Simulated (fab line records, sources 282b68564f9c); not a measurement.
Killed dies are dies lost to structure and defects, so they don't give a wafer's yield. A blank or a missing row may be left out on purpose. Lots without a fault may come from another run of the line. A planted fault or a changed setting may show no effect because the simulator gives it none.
Split-lot experiment | flow rit_cmos | 5 lots, 23 wafers read, on a route of 202 steps

THE SPLIT
At RIT_NWELL_IMPLANT_08, the setting energy_kev was moved away from the recipe's 170 on 9 of the 23 wafers read, by -2.1% to +5.4%. The other wafers ran this setting at the recipe's value.

The reading is taken at the split's own step.

THE READING
implant.drp_nm (the simulator's own value, which no gauge read), in nm, at RIT_NWELL_IMPLANT_08. The file gives no usual value for it.

wafer  | tool, chamber at the split | energy_kev as run | against the recipe | implant.drp_nm, nm | against lot-mates on the recipe
L074.1 | implanter-02, 0            | 170               | recipe             | 68.82              | -
L074.2 | implanter-02, 0            | 170               | recipe             | 68.82              | -
L074.4 | implanter-02, 0            | 179.1             | +5.4%              | 71.57              | +2.75
L074.5 | implanter-02, 0            | 179.1             | +5.4%              | 71.57              | +2.75
L074.6 | implanter-02, 0            | 179.1             | +5.4%              | 71.57              | +2.75
L075.3 | implanter-04, 0            | 170               | recipe             | 68.82              | -
L075.4 | implanter-04, 0            | 170               | recipe             | 68.82              | -
L075.5 | implanter-04, 0            | 170               | recipe             | 68.82              | -
L078.1 | implanter-04, 0            | 170               | recipe             | 68.82              | -
L078.2 | implanter-04, 0            | 170               | recipe             | 68.82              | -
L078.3 | implanter-04, 0            | 170               | recipe             | 68.82              | -
L078.4 | implanter-04, 0            | 170               | recipe             | 68.82              | -
L078.5 | implanter-04, 0            | 170               | recipe             | 68.82              | -
L079.1 | implanter-02, 0            | 177.2             | +4.2%              | 71                 | +2.18
L079.3 | implanter-02, 0            | 177.2             | +4.2%              | 71                 | +2.18
L079.6 | implanter-02, 0            | 177.2             | +4.2%              | 71                 | +2.18
L079.2 | implanter-02, 0            | 170               | recipe             | 68.82              | -
L079.4 | implanter-02, 0            | 170               | recipe             | 68.82              | -
L081.1 | implanter-03, 0            | 166.4             | -2.1%              | 67.75              | -1.07
L081.4 | implanter-03, 0            | 166.4             | -2.1%              | 67.75              | -1.07
L081.5 | implanter-03, 0            | 166.4             | -2.1%              | 67.75              | -1.07
L081.2 | implanter-03, 0            | 170               | recipe             | 68.82              | -
L081.3 | implanter-03, 0            | 170               | recipe             | 68.82              | -

THE FIT
A straight line over all 23 wafers: implant.drp_nm changes by +0.513 nm for each +1% of energy_kev; r = +1.00; the points scatter about the line by 0.0058 nm.
The same after taking each lot's own level away (the mean of its wafers on the recipe; 23 wafers): +0.513 nm for each +1%; r = +1.00; scatter 0.0058 nm.
On that fit, the largest move of energy_kev shifts the reading by 2.7 nm.
The lots' own levels span 68.820 to 68.820 nm.
So the lot-to-lot level changes the slope little: the two slopes agree.
Check: with one of the wafers moved furthest among these (+5.4%) left out of the fit, the line predicts +2.75 nm for it against its lot-mates. It came out at +2.75 nm against them.

OTHER SPLITS ON THESE WAFERS
These wafers also went through other splits before the reading. Each is held against what the fit with the lots' levels taken away leaves over:
other split on the same wafers     | wafers away from the commonest value | r with implant.drp_nm (lot level and that fit taken away)
RIT_ACTIVE_OXIDATION_01 ox_time_s  | 18                                   | +0.35
RIT_ACTIVE_EXPOSE_08 dose_mj       | 7                                    | -0.45
RIT_ACTIVE_STRIP_14 pressure_mtorr | 18                                   | -0.35

THE WHOLE CHAIN: every reading that the file lists as answering this split, in the file's order
step                 | what it does | reading                                                         | change (the file's fit)               | r (the file's)
RIT_NWELL_IMPLANT_08 |              | implant.rp_nm (the simulator's own value, which no gauge read)  | +2.19 nm for each +1% of the setting  | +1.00
RIT_NWELL_IMPLANT_08 |              | implant.drp_nm (the simulator's own value, which no gauge read) | +0.513 nm for each +1% of the setting | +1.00

THE FILE'S OWN FIT
implant.drp_nm changes by +0.513 nm for each +1% of energy_kev, r = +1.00.
